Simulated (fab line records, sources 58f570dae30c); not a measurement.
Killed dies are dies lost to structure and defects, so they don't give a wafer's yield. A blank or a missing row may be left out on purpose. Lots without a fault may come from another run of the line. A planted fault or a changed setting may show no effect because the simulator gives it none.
A struck lot beside a sound one | flow berkeley_cmos170 | 23 steps out of a route of 331
Sound: wafers L751.1, L751.2, L751.6. Struck: wafers L767.2, L767.3, L767.6. The cause comes at the end.
At each step with rows: each side's tool, then ch and its chambers, then its first start. Under that, the readings that differ: sound wafers | struck wafers | difference of the means | sigmas: that difference in standard deviations of wafers without a fault.
alike: readings whose means differ by less than 2 such deviations, and words and numbers that are the same on both sides. not compared: withheld readings, readings that some wafer has no value for, bounds like >300 that may hide the same value, and numbers for which the record gives no deviation and whose values overlap.
The two part at a step that has a row with sigmas, a row that says differs or no value, or rows on one side only. Numbers that don't overlap but have no deviation are shown without sigmas and don't part them. A reading that every wafer of one side lacks parts them only if that side has two wafers or more.

UCB170_M1_ETCH_11: etches BARC in N2/H2.
  sound on rie_diel-01 ch 0,2,3, day 7 18:10; struck on rie_diel-01 ch 0,1,2, day 11 04:41
  alike: drypump_motor_current_A, n2_flow_sccm, oes_product_au, throttle_valve_pct
UCB170_M1_METAL_ETCH_12: etches Al in Cl2/BCl3, stops on PSG, target depth 780 nm, time 130 s.
  sound on rie_metal-01 ch 0,1, day 7 18:13; struck on rie_metal-04 ch 0,1, day 11 04:43
  reading                     | sound       | struck      | difference | sigmas
  drypump_motor_current_A (A) | 6.3 6.0 6.3 | 5.0 5.0 5.1 | -1.2       | -2
  alike: oes_product_au, throttle_valve_pct
  not compared: rf_hours_counter_h
UCB170_M1_STRIP_13: strips in O2.
  sound on plasma_asher-04 ch 0,1, day 7 18:21; struck on plasma_asher-03 ch 0,1, day 11 04:51
  alike: drypump_motor_current_A, oes_product_au
  not compared: rf_hours_counter_h
UCB170_M1_CD_MEAS_90: target cd 700 nm.
  sound on cd_sem-02, day 7 18:27; struck on cd_sem-02, day 11 04:58
  reading    | sound             | struck            | difference | sigmas
  cd_nm (nm) | 701.1 699.9 702.7 | 696.7 694.2 698.0 | -4.9       | -2
then, 1 step without rows for these wafers: UCB170_M1_ANNEAL_14 (time 1200 s).
UCB170_V1_CVD_00: deposits SiO2 from TEOS/O2, target thk 2000 nm, time 250 s.
  sound on pecvd-03 ch 0,1, day 7 22:15; struck on pecvd-02 ch 0,2, day 11 10:11
  alike: heater_power_w
  not compared: since_wet_clean_h
UCB170_V1_THK_MEAS_01:
  sound on film_metro-03, day 7 22:25; struck on film_metro-01, day 11 10:20
  alike: V1_TEOS_THK
UCB170_V1_CMP_02: polishes SiO2.
  sound on cmp-01 ch 0,2,3, day 7 22:31; struck on cmp-01 ch 0,2,3, day 11 10:29
  alike: head_pressure_psi, motor_current_A
UCB170_V1_BOW_MEAS_03:
  sound on film_metro-03, day 7 22:46; struck on film_metro-04, day 11 10:43
  alike: V1_BOW
UCB170_V1_THK_MEAS_04:
  sound on film_metro-03, day 7 22:53; struck on film_metro-04, day 11 10:49
  alike: V1_POLISHED_THK
then, 2 steps without rows for these wafers: UCB170_V1_CLEAN_05 (cleans in DIW); UCB170_V1_HMDS_06 (prime time 60 s).
UCB170_V1_COAT_07: resist thk 900 nm.
  sound on litho_track-02 ch 0, day 7 23:41; struck on litho_track-03 ch 0, day 11 11:13
  reading                             | sound           | struck            | difference | sigmas
  model.KrF_of_V1_COAT_07.thk_nm (nm) | 902.9 902.7 902 | 955.1 957.2 956.5 | +53.7      |
then, 4 steps without rows for these wafers: UCB170_V1_SOFTBAKE_08 (time 60 s); UCB170_V1_EXPOSE_09 (exposes mask VIA1, target cd 700 nm); UCB170_V1_PEB_10; UCB170_V1_DEVELOP_11 (develop time 45 s).
UCB170_V1_CD_MEAS_12: target cd 700 nm.
  sound on cd_sem-01, day 8 00:45; struck on cd_sem-02, day 11 12:10
  alike: cd_nm
UCB170_V1_OVL_MEAS_13:
  sound on overlay-02, day 8 00:52; struck on overlay-01, day 11 12:17
  alike: V1_OVL
UCB170_V1_ETCH_14: etches SiO2 in CHF3/CF4/Ar, stops on Al, target depth 1250 nm, time 291 s.
  sound on rie_diel-02 ch 0,1,2, day 8 00:54; struck on rie_diel-04 ch 0,3, day 11 12:19
  reading                             | sound             | struck            | difference | sigmas
  model.KrF_of_V1_COAT_07.thk_nm (nm) | 610.9 611.6 609.5 | 666.4 666.5 663.6 | +54.8      |
  alike: drypump_motor_current_A, oes_product_au, throttle_valve_pct
  not compared: rf_hours_counter_h
UCB170_V1_STRIP_15: strips in O2.
  sound on plasma_asher-03 ch 0,1, day 8 01:05; struck on plasma_asher-03 ch 0,1, day 11 12:29
  reading                      | sound             | struck            | difference | sigmas
  strip_time_to_endpoint_s (s) | 15.32 15.36 15.29 | 16.58 16.59 16.51 | +1.24      | +14
  alike: drypump_motor_current_A, oes_product_au
  not compared: rf_hours_counter_h
UCB170_V1_CD_MEAS_90: target cd 700 nm.
  sound on cd_sem-02, day 8 01:11; struck on cd_sem-02, day 11 12:36
  alike: cd_nm
UCB170_M3_PROBE_99:
  the record has rows for the sound wafers here (prober-02, day 8 12:19) and none for the struck ones

WHERE THEY PART
First at UCB170_M1_METAL_ETCH_12; last, within this record, at UCB170_M3_PROBE_99.

WHY: what the simulator had put in
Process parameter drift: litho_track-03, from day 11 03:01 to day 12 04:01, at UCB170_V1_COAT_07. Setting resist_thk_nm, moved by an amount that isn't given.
